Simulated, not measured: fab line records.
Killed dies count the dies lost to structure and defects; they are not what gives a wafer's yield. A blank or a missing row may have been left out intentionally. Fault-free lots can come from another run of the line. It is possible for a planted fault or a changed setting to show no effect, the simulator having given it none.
The tool behind it: which one? ; flow rit_cmos ; 42 wafers from 14 lots sampled at 2 of the route's 202 steps

## WHAT THE GAUGES READ, wafer by wafer
Not one reading of a measure or inspect step in the record can be checked against a usual standard deviation.

## WHICH TOOL RAN EACH LOT (tool, then ch and the chambers of the sampled wafers, then the start)
lot;RIT_CONTACT_CLEAN_13;RIT_M1_PROBE_99
L576;wet_bench-02 ch 2, day 3 12:34;prober-02, day 3 17:05
L577;wet_bench-02 ch 2, day 3 18:22;prober-01, day 3 22:54
L579;wet_bench-04 ch 3, day 3 22:01;prober-01, day 4 03:53
L580;wet_bench-02 ch 3, day 4 09:08;prober-02, day 4 13:50
L585;wet_bench-02 ch 3, day 5 09:34;prober-01, day 5 14:08
L586;wet_bench-02 ch 3, day 5 12:33;prober-02, day 5 17:04
L588;wet_bench-04 ch 0, day 5 21:57;prober-02, day 6 02:19
L589;wet_bench-04 ch 0, day 6 00:52;prober-01, day 6 05:14
L591;wet_bench-02 ch 3, day 6 12:40;prober-01, day 6 17:20
L592;wet_bench-02 ch 2, day 6 18:44;prober-02, day 6 23:14
L593;wet_bench-04 ch 1, day 6 19:53;prober-01, day 7 00:44
L596;wet_bench-03 ch 1, day 7 14:43;prober-01, day 7 19:17
L597;wet_bench-03 ch 1, day 7 17:13;prober-02, day 7 21:47
L599;wet_bench-02 ch 3, day 8 05:00;prober-02, day 8 09:29
- RIT_CONTACT_CLEAN_13: cleans in SC1, time 600 s.
- RIT_M1_PROBE_99

## AS READ BY THE TOOLS THEMSELVES (means over the sampled wafers that have a number; for cases with no such wafer, the mark the record gives instead)
RIT_CONTACT_CLEAN_13. Usual: 628 s for run_length_s, sd 3.
lot;tool;run_length_s (s);flag
L576;wet_bench-02;628;
L577;wet_bench-02;628;
L579;wet_bench-04;633;
L580;wet_bench-02;634;
L585;wet_bench-02;627;
L586;wet_bench-02;628;
L588;wet_bench-04;657;OFF
L589;wet_bench-04;657;OFF
L591;wet_bench-02;626;
L592;wet_bench-02;627;
L593;wet_bench-04;626;
L596;wet_bench-03;633;
L597;wet_bench-03;633;
L599;wet_bench-02;626;

RIT_M1_PROBE_99. Usual: killed_at_contacts 0.1, standard deviation 0.27; killed_at_front_end 7, standard deviation 3.1; killed_dies 7, standard deviation 3.1; killed_open 3.3, standard deviation 2.1; killed_short 3.5, standard deviation 2.
lot;tool;killed_at_contacts;killed_at_front_end;killed_dies;killed_open;killed_short;flag
L576;prober-02;0.0;8;8;4.3;4.0;
L577;prober-01;0.3;6;7;4.0;2.7;
L579;prober-01;0.0;7;7;4.0;3.0;
L580;prober-02;0.0;6;6;3.0;2.7;
L585;prober-01;0.0;9;9;4.0;5.0;
L586;prober-02;0.0;4;4;1.7;2.0;
L588;prober-02;0.3;7;8;4.3;3.3;
L589;prober-01;0.3;4;5;2.0;2.7;
L591;prober-01;0.0;8;8;4.3;3.3;
L592;prober-02;0.0;7;7;3.0;4.3;
L593;prober-01;0.0;7;7;3.3;4.0;
L596;prober-01;0.0;8;8;4.0;4.3;
L597;prober-02;0.0;8;8;4.0;3.7;
L599;prober-02;0.0;7;7;3.3;3.3;

## THE ANSWER, worked out from the rows above alone
Rule: a lot is off if the mean of its wafers that have a number lies more than 3 standard deviations from the usual mean. Also off: a lot with no number at a reading for which 4 or more lots have one. The other lots that the step has rows for count as sound. First the gauges in route order, then the tools' own readings, where a lot's mean is used as printed above. The first step at which some lot is off is used, and at that step the reading that is off furthest; a lot without a number counts as furthest.
Off: L588, L589 (RIT_CONTACT_CLEAN_13, run_length_s).
A tool fits if, at that step or a process step before it, it ran every lot that is off, and no sound lot after the first of them. No candidate that was tried fits.

## WHAT HAD BEEN PUT IN BY THE SIMULATOR
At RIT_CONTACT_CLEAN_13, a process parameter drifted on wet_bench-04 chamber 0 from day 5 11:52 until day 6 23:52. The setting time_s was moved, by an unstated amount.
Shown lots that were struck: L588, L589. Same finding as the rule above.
